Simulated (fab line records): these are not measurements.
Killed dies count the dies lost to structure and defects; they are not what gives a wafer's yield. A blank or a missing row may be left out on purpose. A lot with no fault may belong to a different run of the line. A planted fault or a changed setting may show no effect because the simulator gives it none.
fab line records -- flow rit_cmos
record: lots: 6, wafers: 18, last_day: 7
route steps=202 shown PLDD@123 SPACER@125 NSD@131
lots untouched by any fault: they come from a run of this same line in which no faults occurred
start_h: the number of hours between the record's first day and the start of the first shown wafer of the lot -- wait_h: how many hours have passed since the lot's step before this one -- " identical to the entry in the row above -- L1.1+2: a single row standing in for several wafers -- - no value, or no start given -- * or withheld: withheld -- < > ~ a bound
route shown NAME@n: NAME is a module with steps in the file, n the number in the route of the first one -- usual: mean/standard deviation of fault-free wafers -- same: alike in all rows -- chamber/n: place in a boat -- sites: per-site readings -- _std_site: how widely they spread, as a standard deviation -- _edge_site: inner sites' mean taken away from outer sites' mean -- radius_mm: for every site, how far away it sits from the centre of the wafer -- mask NAME#n: copy n -- behind: the last tool/chamber to shape the wafer -- hold: why the lot was held/for how many hours/how that ended -- device: transistor that didn't switch, given as n, p or np -- end of line: tests run on the same wafers once the route is complete -- a step given without rows: its recipe and nothing more -- killed: dies that structure and defects cost at the first sort, which is not the same as the wafer's yield -- map: the dies of a wafer, with x for killed, . for not killed, _ for no die there
set.NAME: the run value of the setting; set.NAME@STEP: its run value at that earlier step -- model.NAME: the simulator's own value behind a step, which no gauge read
a table for each step, a row for each wafer; lots at some steps of the route
services: the hour from which a tool's chamber was out of use, counted from the record's first day as start_h (under 0 if before that day), plus the number of hours and why
== steps ==
step: RIT_PLDD_STRIP_09
recipe: chemistry: O2, time_s: 180, resist: NOVOLAK, platen_temp_c: withheld, power_w: 500, pressure_mtorr: 4000, o2_flow_sccm: 4000
usual: chamber_pressure_mTorr: 3999/3.3, drypump_motor_current_A: 5.4/0.37
same: time_s: 180
lot.wafer,tool,chamber,start_h,wait_h,chamber_pressure_mTorr,drypump_motor_current_A,rf_hours_counter_h
L518.4,plasma_asher-02,1,65.57,0.1,4000,5.4,-
L518.5,plasma_asher-02,1,65.57,0.1,3999,5.4,-
L518.6,plasma_asher-02,0,65.57,0.1,4003,5.4,-
L528.4,plasma_asher-02,0,119.30,0.1,3999,5.4,-
L528.5,plasma_asher-02,0,119.30,0.1,3994,5.3,-
L528.6,plasma_asher-02,1,119.30,0.1,3996,5.4,-
L529.1,plasma_asher-03,0,123.28,0.1,4003,5.9,48
L529.4,plasma_asher-03,1,123.28,0.1,4001,5.0,-
L529.5,plasma_asher-03,1,123.28,0.1,4006,4.9,-
L533.3,plasma_asher-03,1,138.41,0.1,4002,5.0,-
L533.5,plasma_asher-03,0,138.41,0.1,3999,5.9,-
L533.6,plasma_asher-03,1,138.41,0.1,3999,5.0,-
L536.1,plasma_asher-02,0,154.99,0.1,4000,5.3,38
L536.3,plasma_asher-02,0,154.99,0.1,4002,5.4,-
L536.5,plasma_asher-02,0,154.99,0.1,4001,5.4,-
L537.1,plasma_asher-02,0,162.06,0.1,4001,5.4,38
L537.3,plasma_asher-02,1,162.06,0.1,3999,5.4,-
L537.6,plasma_asher-02,0,162.06,0.1,4000,5.4,-
step: RIT_PLDD_TW_MEAS_10
usual: PLDD_TW: 2304/30
lot.wafer,tool,chamber,start_h,wait_h,PLDD_TW
L518.4,film_metro-01,-,65.72,0.1,2297
L518.5,film_metro-01,-,65.72,0.1,2280
L518.6,film_metro-01,-,65.72,0.1,2301
L528.4,film_metro-02,-,119.45,0.1,2331
L528.5,film_metro-02,-,119.45,0.1,2329
L528.6,film_metro-02,-,119.45,0.1,2320
L529.1,film_metro-01,-,123.46,0.1,2284
L529.4,film_metro-01,-,123.46,0.1,2273
L529.5,film_metro-01,-,123.46,0.1,2278
L533.3,film_metro-01,-,138.55,0.1,2273
L533.5,film_metro-01,-,138.55,0.1,2294
L533.6,film_metro-01,-,138.55,0.1,2270
L536.1,film_metro-01,-,155.16,0.1,2284
L536.3,film_metro-01,-,155.16,0.1,2280
L536.5,film_metro-01,-,155.16,0.1,2290
L537.1,film_metro-01,-,162.23,0.1,2294
L537.3,film_metro-01,-,162.23,0.1,2295
L537.6,film_metro-01,-,162.23,0.1,2286
step: RIT_SPACER_CLEAN_00
recipe: chemistry: SC1, mix: 3:3:50, time_s: 600, temp_c: 75
step: RIT_SPACER_CLEAN_01
recipe: chemistry: dHF, dilution: 50:1, time_s: 30
step: RIT_SPACER_CLEAN_02
recipe: chemistry: SC2, mix: 3:3:50, time_s: 600, temp_c: 75, dry: n2_spin
step: RIT_SPACER_CVD_03
recipe: material: Si3N4, target_thk_nm: 250, temp_c: 810, precursor: SiH2Cl2/NH3, time_s: 3300, pressure_mtorr: 300, sih2cl2_flow_sccm: 60, nh3_flow_sccm: 150
step: RIT_SPACER_THK_MEAS_04
recipe: reads: Si3N4_of_SPACER_CVD_03
usual: SPACER_NITRIDE_THK: 250.1/2.6
lot.wafer,tool,chamber,start_h,wait_h,SPACER_NITRIDE_THK[nm]
L518.4,film_metro-04,-,68.09,0.0,255.1
L518.5,film_metro-04,-,68.09,0.0,253.3
L518.6,film_metro-04,-,68.09,0.0,254.0
L528.4,film_metro-03,-,121.79,0.0,245.8
L528.5,film_metro-03,-,121.79,0.0,245.3
L528.6,film_metro-03,-,121.79,0.0,245.0
L529.1,film_metro-04,-,125.80,0.0,250.0
L529.4,film_metro-04,-,125.80,0.0,249.9
L529.5,film_metro-04,-,125.80,0.0,252.0
L533.3,film_metro-03,-,140.89,0.0,251.2
L533.5,film_metro-03,-,140.89,0.0,250.9
L533.6,film_metro-03,-,140.89,0.0,252.3
L536.1,film_metro-03,-,157.54,0.0,254.5
L536.3,film_metro-03,-,157.54,0.0,253.1
L536.5,film_metro-03,-,157.54,0.0,253.5
L537.1,film_metro-03,-,164.58,0.0,249.3
L537.3,film_metro-03,-,164.58,0.0,247.9
L537.6,film_metro-03,-,164.58,0.0,248.0
step: RIT_SPACER_ETCHBACK_05
recipe: target_depth_a: 2500, SF6_flow_sccm: 30, CHF3_flow_sccm: 30, target: Si3N4, chemistry: SF6/CHF3, pressure_mtorr: 40, rf_w: 250, time_s: 240, stop_on: SiO2
usual: chamber_pressure_mTorr: 40.01/0.033, drypump_motor_current_A: 5.5/0.51, oes_product_au: 0.842/0.016, throttle_valve_pct: 10.26/0.12
same: time_s: 240
lot.wafer,tool,chamber,start_h,wait_h,chamber_pressure_mTorr,drypump_motor_current_A,oes_product_au,rf_hours_counter_h,throttle_valve_pct
L518.4,rie_diel-01,1,68.12,0.0,40.05,6.1,0.829,137,10.09
L518.5,rie_diel-01,2,68.12,0.0,40.04,5.4,0.852,-,10.30
L518.6,rie_diel-01,3,68.12,0.0,39.99,4.6,0.842,-,10.42
L528.4,rie_diel-02,2,121.82,0.0,40.01,5.2,0.834,119,10.25
L528.5,rie_diel-02,2,121.82,0.0,39.93,5.2,0.848,-,10.26
L528.6,rie_diel-02,3,121.82,0.0,39.92,5.0,0.863,-,10.25
L529.1,rie_diel-01,3,125.86,0.1,39.99,4.6,0.828,115,10.40
L529.4,rie_diel-01,0,125.86,0.1,40.00,5.9,0.828,90,10.21
L529.5,rie_diel-01,3,125.86,0.1,40.05,4.6,0.841,-,10.40
L533.3,rie_diel-02,2,140.93,0.0,40.03,5.2,0.853,120,10.26
L533.5,rie_diel-02,0,140.93,0.0,39.98,5.1,0.860,-,10.46
L533.6,rie_diel-02,1,140.93,0.0,39.97,6.3,0.865,-,10.06
L536.1,rie_diel-01,3,157.60,0.1,39.98,4.7,0.853,116,10.41
L536.3,rie_diel-01,1,157.60,0.1,40.00,6.1,0.819,139,10.07
L536.5,rie_diel-01,0,157.60,0.1,39.95,5.9,0.849,-,10.23
L537.1,rie_diel-02,1,164.64,0.1,40.02,6.2,0.850,1,10.06
L537.3,rie_diel-02,0,164.64,0.1,40.02,5.1,0.859,79,10.44
L537.6,rie_diel-02,0,164.64,0.1,40.02,5.1,0.854,-,10.43
step: RIT_NSD_HMDS_00
recipe: prime_time_s: 60, prime_temp_c: 140
step: RIT_NSD_COAT_01
recipe: resist: NOVOLAK, spin_rpm: 3250, resist_thk_nm: 1000
step: RIT_NSD_SOFTBAKE_02
recipe: resist: NOVOLAK, temp_c: 90, time_s: 60
step: RIT_NSD_EXPOSE_03
recipe: mask_id: M9, na: 0.57, target_cd_nm: 40700, dose_mj: 250
step: RIT_NSD_PEB_04
recipe: resist: NOVOLAK, temp_c: withheld, time_s: withheld
usual: chill_plate_temp_C: *, exhaust_pa: 44.9/0.87
lot.wafer,tool,chamber,start_h,wait_h,chill_plate_temp_C,exhaust_pa
L518.4,litho_track-02,0,69.04,0.1,*,44.8
L518.5,litho_track-02,0,69.04,0.1,*,46.1
L518.6,litho_track-02,0,69.04,0.1,*,45.0
L528.4,litho_track-03,-,122.89,0.3,-,-
L528.5,litho_track-03,-,122.89,0.3,-,-
L528.6,litho_track-03,-,122.89,0.3,-,-
L529.1,litho_track-03,-,126.63,0.1,-,-
L529.4,litho_track-03,-,126.63,0.1,-,-
L529.5,litho_track-03,-,126.63,0.1,-,-
L533.3,litho_track-03,0,141.83,0.1,*,45.5
L533.5,litho_track-03,0,141.83,0.1,*,45.6
L533.6,litho_track-03,0,141.83,0.1,*,45.3
L536.1,litho_track-01,0,158.49,0.1,*,46.2
L536.3,litho_track-01,0,158.49,0.1,*,45.1
L536.5,litho_track-01,0,158.49,0.1,*,44.4
L537.1,litho_track-01,0,165.39,0.1,*,45.0
L537.3,litho_track-01,0,165.39,0.1,*,45.0
L537.6,litho_track-01,0,165.39,0.1,*,44.0
step: RIT_NSD_DEVELOP_05
recipe: resist: NOVOLAK, develop_time_s: 50, dev_temp_c: 23
== services ==
tool,chamber,start_h,hours,kind
rie_diel-01,3,73.26,4.4,repair
rie_diel-02,1,93.04,-,clean
rie_diel-02,1,93.04,23.1,scheduled_down
rie_diel-02,1,93.04,23.1,vent_cycle
rie_diel-02,3,94.80,23.1,repair
rie_diel-02,-,106.12,14.6,pm
rie_diel-02,2,156.47,4.8,repair
== key ==
first_sign: step: RIT_NSD_PEB_04, reading: tool_record, direction: missing
effect none on later readings
met_at RIT_NSD_PEB_04
struck_wafers L528.4,L528.5,L528.6,L529.1,L529.4,L529.5
sort_left_out L528.4,L528.5,L528.6,L529.1,L529.4,L529.5
tester_left_out L528,L529
fault: kind: skipped_step_whole, tool: litho_track-03, chamber: -, onset_h: 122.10, steps: RIT_NSD_PEB_04, scope: struck_lots_only
tester_left_out: of these lots the tester's yield and bins aren't shown, on N5 and GAA mostly nor the transistor test; their killed dies are dies lost to structure and defects alone, not to doping, threshold or leakage, so they don't give the yield
sort_left_out: the simulated sort isn't trusted on such a fault, so these wafers' sort isn't shown, and their yield isn't known
